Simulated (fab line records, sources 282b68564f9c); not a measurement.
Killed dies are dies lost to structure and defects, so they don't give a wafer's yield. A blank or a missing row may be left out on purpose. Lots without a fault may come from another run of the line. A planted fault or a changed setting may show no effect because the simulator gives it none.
Which tool did it? | flow rit_cmos | 14 lots, 42 wafers sampled, at 2 steps of a route of 202

WHAT THE GAUGES READ, wafer by wafer
The record holds no reading of a measuring or inspecting step that can be judged against a usual standard deviation.

WHICH TOOL RAN EACH LOT (tool, then ch and the chambers of the sampled wafers, then the start)
lot  | RIT_CONTACT_CVD_00             | RIT_M1_PROBE_99
L306 | pecvd-02 ch 1,2, day 3 11:34   | prober-01, day 3 17:55
L310 | pecvd-03 ch 1,2, day 4 08:49   | prober-01, day 4 15:16
L311 | pecvd-01 ch 0,2, day 4 14:05   | prober-02, day 4 20:31
L312 | pecvd-02 ch 0,1,2, day 4 17:25 | prober-01, day 4 23:46
L313 | pecvd-03 ch 0,1,2, day 5 02:45 | prober-02, day 5 09:10
L314 | pecvd-01 ch 0,1, day 5 08:31   | prober-01, day 5 15:13
L315 | pecvd-02 ch 0,1, day 5 12:11   | prober-02, day 5 18:29
L317 | pecvd-01 ch 0,1,2, day 6 05:17 | prober-02, day 6 11:52
L318 | pecvd-02 ch 0,2, day 6 06:29   | prober-01, day 6 13:16
L319 | pecvd-03 ch 0,2, day 6 12:44   | prober-02, day 6 19:21
L322 | pecvd-02 ch 0,1, day 6 21:06   | prober-02, day 7 03:29
L325 | pecvd-03 ch 0,1,2, day 7 10:26 | prober-02, day 7 16:55
L326 | pecvd-01 ch 0,2, day 7 13:41   | prober-01, day 7 20:04
L328 | pecvd-03 ch 0,1,2, day 7 23:49 | prober-01, day 8 06:10
- RIT_CONTACT_CVD_00: deposits SiO2 from TEOS, target thk 400 nm, time 61 s.
- RIT_M1_PROBE_99

WHAT THE TOOLS THEMSELVES READ (means of the sampled wafers that have a number; where no wafer has one, the mark that the record gives instead)
RIT_CONTACT_CVD_00.
lot  | tool     | heater_power_w (W)
L306 | pecvd-02 | 357
L310 | pecvd-03 | 330
L311 | pecvd-01 | 334
L312 | pecvd-02 | 354
L313 | pecvd-03 | 340
L314 | pecvd-01 | 334
L315 | pecvd-02 | 318
L317 | pecvd-01 | 340
L318 | pecvd-02 | 347
L319 | pecvd-03 | 335
L322 | pecvd-02 | 313
L325 | pecvd-03 | 309
L326 | pecvd-01 | 327
L328 | pecvd-03 | 319

RIT_M1_PROBE_99.
lot  | tool      | killed_at_M0_to_M3 | killed_at_contacts | killed_at_front_end | killed_dies | killed_on_rim | killed_open | killed_short
L306 | prober-01 | 0.0                | 0.3                | 3                   | 3           | 1.0           | 2.3         | 0.7
L310 | prober-01 | 0.3                | 0.0                | 5                   | 6           | 1.3           | 2.7         | 3.0
L311 | prober-02 | 0.0                | 0.0                | 7                   | 7           | 2.3           | 4.0         | 3.0
L312 | prober-01 | 0.0                | 0.0                | 9                   | 9           | 3.0           | 6.3         | 3.0
L313 | prober-02 | 0.0                | 0.3                | 7                   | 8           | 1.7           | 2.0         | 5.0
L314 | prober-01 | 0.0                | 0.0                | 4                   | 4           | 0.7           | 1.7         | 2.0
L315 | prober-02 | 0.0                | 0.0                | 9                   | 9           | 3.0           | 5.7         | 3.0
L317 | prober-02 | 0.0                | 0.0                | 7                   | 7           | 2.0           | 3.3         | 3.7
L318 | prober-01 | 0.0                | 14.7               | 7                   | 21          | 7.0           | 2.0         | 4.7
L319 | prober-02 | 0.0                | 0.0                | 10                  | 10          | 2.3           | 4.0         | 5.7
L322 | prober-02 | 0.0                | 15.7               | 6                   | 22          | 6.7           | 2.0         | 4.0
L325 | prober-02 | 0.0                | 0.0                | 6                   | 6           | 2.7           | 1.7         | 4.3
L326 | prober-01 | 0.0                | 0.0                | 4                   | 4           | 0.3           | 2.0         | 1.7
L328 | prober-01 | 0.0                | 0.0                | 9                   | 9           | 2.3           | 4.0         | 4.7

THE ANSWER, worked out from the rows above alone
Rule: what is usual is taken from the lots themselves. Put in order of their means at a reading, lots are off if they are a third of the lots or fewer, leave a main group of 4 or more, and stand apart from it by a gap of 3 or more times the standard deviation of the main group's means; of several such gaps the widest counts. A main group whose means are all the same, to the digits that the tables above print for the reading, isn't used. A lot without any number at a reading at which 4 lots or more have one is off too. The other lots that the step has rows for count as sound. The gauges are gone through in route order, then the tools' own readings, and for those a lot's mean is taken as printed above. The first step at which some lot is off is used, and at that step the reading that is off furthest; a lot without a number counts as furthest.
Off: L318, L322, at RIT_M1_PROBE_99 (killed_at_contacts). The main group: mean 0.0, standard deviation 0.11.
A tool fits if, at that step or a process step before it, it ran every lot that is off, and no sound lot after the first of them. One fits: pecvd-02 at RIT_CONTACT_CVD_00. Its last sound lot is L315 (day 5 12:11), its first lot that is off L318 (day 6 06:29): a fault that began between those two fits.

WHAT THE SIMULATOR HAD PUT IN
Chamber particle source: pecvd-02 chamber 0, from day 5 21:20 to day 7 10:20, at RIT_CONTACT_CVD_00. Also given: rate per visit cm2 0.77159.
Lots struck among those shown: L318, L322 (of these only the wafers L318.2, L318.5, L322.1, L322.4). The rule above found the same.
